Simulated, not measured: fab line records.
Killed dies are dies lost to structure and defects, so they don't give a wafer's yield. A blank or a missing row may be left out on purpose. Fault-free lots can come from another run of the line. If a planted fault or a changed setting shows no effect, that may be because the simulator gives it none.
Comparing a struck lot with a sound one / flow rit cmos / 15 steps out of a route of 202
Sound: the wafers L566.1, L566.2, L566.3. Wafers struck: L575.2, L575.3, L575.6. The cause is given at the end.
Per side, at each step with rows, come the tool, then ch with its chambers, and then its first start. Under that, the readings that differ: sound wafers / struck wafers / difference of the means / sigmas: that difference in standard deviations of wafers without a fault.
alike: same words and numbers on both sides, and readings whose means sit less than 2 such deviations apart. not compared: any withheld reading, any reading some wafer has no value for, any bound like >300 that may hide the same value, and any number with overlapping values for which the record gives no deviation.
The two part at a step that has a row with sigmas, a row that says differs or no value, or rows on one side only. Numbers that have no deviation but don't overlap get no sigmas and don't part them. A reading missing from all wafers of one side parts the sides only when that side holds two or more wafers.

first, 2 steps without rows for these wafers: RIT_NLDD_PEB_04; RIT_NLDD_DEVELOP_05 (develop time 50 s).
RIT_NLDD_OVL_MEAS_06:
  sound on overlay-02 at day 2 23:17; struck on overlay-02 at day 4 14:08
  alike: NLDD_OVL
then, 2 steps without rows for these wafers: RIT_NLDD_HARDBAKE_07 (time 60 s); RIT_NLDD_IMPLANT_08.
RIT_NLDD_STRIP_09: strips in O2, time 180 s.
  sound on plasma asher-02 ch 0,1, day 2 23:37; struck on plasma asher-04 ch 1, day 4 14:28
  alike: drypump motor current A, rf refl power W
  not compared: rf hours counter h
RIT_NLDD_TW_MEAS_10:
  sound on film metro-01 at day 2 23:48; struck on film metro-04 at day 4 14:39
  alike: NLDD_TW
then, 5 steps without rows for these wafers: RIT_PLDD_HMDS_00 (prime time 60 s); RIT_PLDD_COAT_01 (resist thk 1000 nm); RIT_PLDD_SOFTBAKE_02 (time 60 s); RIT_PLDD_EXPOSE_03 (exposes mask M8, target cd 40900 nm); RIT_PLDD_PEB_04.
RIT_PLDD_DEVELOP_05: develop time 50 s.
  sound on litho track-03 ch 0, day 3 00:00; struck on litho track-01 ch 0, day 4 15:00
reading=developer temp C (C); sound=23.05 23.10 22.95; struck=22.12 22.07 22.12; difference=-0.93; sigmas=-8
  alike: resist line temp C
RIT_PLDD_OVL_MEAS_06:
  sound on overlay-02 at day 3 00:49; struck on overlay-02 at day 4 15:45
  alike: PLDD_OVL
RIT_M1_PROBE_99:
  sound on prober-01 at day 3 15:31; struck on prober-01 at day 5 07:43
  alike: killed at contacts, killed at front end, killed dies, killed open, killed short

## WHERE THEY PART
Only at RIT_PLDD_DEVELOP_05, as far as this record shows. Later steps at which nothing parts them and some readings are alike: RIT_PLDD_OVL_MEAS_06, RIT_M1_PROBE_99.

WHY: whatever the simulator had introduced
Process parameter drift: litho track-01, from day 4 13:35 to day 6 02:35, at RIT_PLDD_DEVELOP_05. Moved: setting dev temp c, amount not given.
